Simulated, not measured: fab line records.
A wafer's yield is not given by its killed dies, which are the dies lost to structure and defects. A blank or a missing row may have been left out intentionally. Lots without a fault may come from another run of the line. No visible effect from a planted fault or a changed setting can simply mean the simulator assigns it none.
A lot that was struck, set against a sound lot / flow berkeleyCmos170 / 14 steps out of a route of 331
Sound: wafers L181.2, L181.3, L181.5. Struck: wafers L191.1, L191.2, L191.3. The cause comes at the end.
Order at every step that has rows: each side's tool, ch and its chambers, its first start. Under that, the readings that differ: sound wafers / struck wafers / difference of the means / sigmas: that difference in standard deviations of wafers without a fault.
alike: readings with means less than 2 such deviations apart, plus words and numbers identical on both sides. not compared: withheld readings, readings lacking a value on some wafer, bounds such as >300 that could conceal the same value, and numbers that have no deviation in the record and whose values overlap.
A row with sigmas, a row that says differs or no value, or rows on one side alone: a step with any of these is where the two part. Numbers that don't overlap but have no deviation are shown without sigmas and don't part them. Lack of a reading on every wafer of one side parts them only where that side has two or more wafers.

UCB170_M2_METAL_ETCH_18: etches Al in Cl2/BCl3, stops on SiO2, target depth 1170 nm, time 195 s.
  sound on rieMetal-02 ch 0, day 8 06:40; struck on rieMetal-02 ch 0,1, day 10 09:08
  alike: biasW, chamberPressureMTorr, drypumpMotorCurrentA, oesProductAu, throttleValvePct
  not compared: rfHoursCounterH
UCB170_M2_STRIP_19: strips in O2.
  sound on plasmaAsher-03 ch 1, day 8 06:52; struck on plasmaAsher-02 ch 0,1, day 10 09:19
  alike: chamberPressureMTorr, drypumpMotorCurrentA, o2FlowSccm, oesProductAu
  not compared: rfHoursCounterH
UCB170_M2_CD_MEAS_90: target cd 700 nm.
  sound on cdSem-01 at day 8 06:59; struck on cdSem-02 at day 10 09:25
  alike: cdNm
UCB170_V2_CVD_00: deposits SiO2 from TEOS/O2, target thk 2000 nm, time 250 s.
  sound on pecvd-03 ch 0,1,2, day 8 07:05; struck on pecvd-04 ch 0,1,2, day 10 09:32
  alike: heaterPowerW
  not compared: sinceWetCleanH
UCB170_V2_THK_MEAS_01:
  sound on filmMetro-03 at day 8 07:15; struck on filmMetro-01 at day 10 09:41
  alike: V2_TEOS_THK
UCB170_V2_CMP_02: polishes SiO2.
  sound on cmp-01 ch 2,3, day 8 07:18; struck on cmp-02 ch 0,2,3, day 10 09:45
  alike: motorCurrentA, retainingRingPressureFrac
UCB170_V2_BOW_MEAS_03:
  sound on filmMetro-03 at day 8 07:37; struck on filmMetro-03 at day 10 10:03
  alike: V2_BOW
UCB170_V2_THK_MEAS_04:
  sound on filmMetro-03 at day 8 07:44; struck on filmMetro-03 at day 10 10:10
  alike: V2_POLISHED_THK
then, 4 steps without rows for these wafers: UCB170_V2_CLEAN_05 (cleans in DIW); UCB170_V2_HMDS_06 (prime time 60 s); UCB170_V2_COAT_07 (resist thk 900 nm); UCB170_V2_SOFTBAKE_08 (time 60 s).
UCB170_V2_EXPOSE_09: exposes mask VIA2, target cd 700 nm.
  struck on krfScanner-02, day 10 11:20; sound on krfScanner-01 ch 0, day 8 09:00
  no value came back on the struck wafers for exposureDoseMJCm2, focusOffsetNm (nm), na, stageVelMmS (mm/s); on the sound wafers exposureDoseMJCm2 reads 36.93 36.98 36.97
  alike: mask
next, for these wafers, 1 step has no rows: UCB170_V2_PEB_10.

== WHERE THEY PART ==
At UCB170_V2_EXPOSE_09 and nowhere else, as far as this record goes.

WHY: the cause the simulator had injected
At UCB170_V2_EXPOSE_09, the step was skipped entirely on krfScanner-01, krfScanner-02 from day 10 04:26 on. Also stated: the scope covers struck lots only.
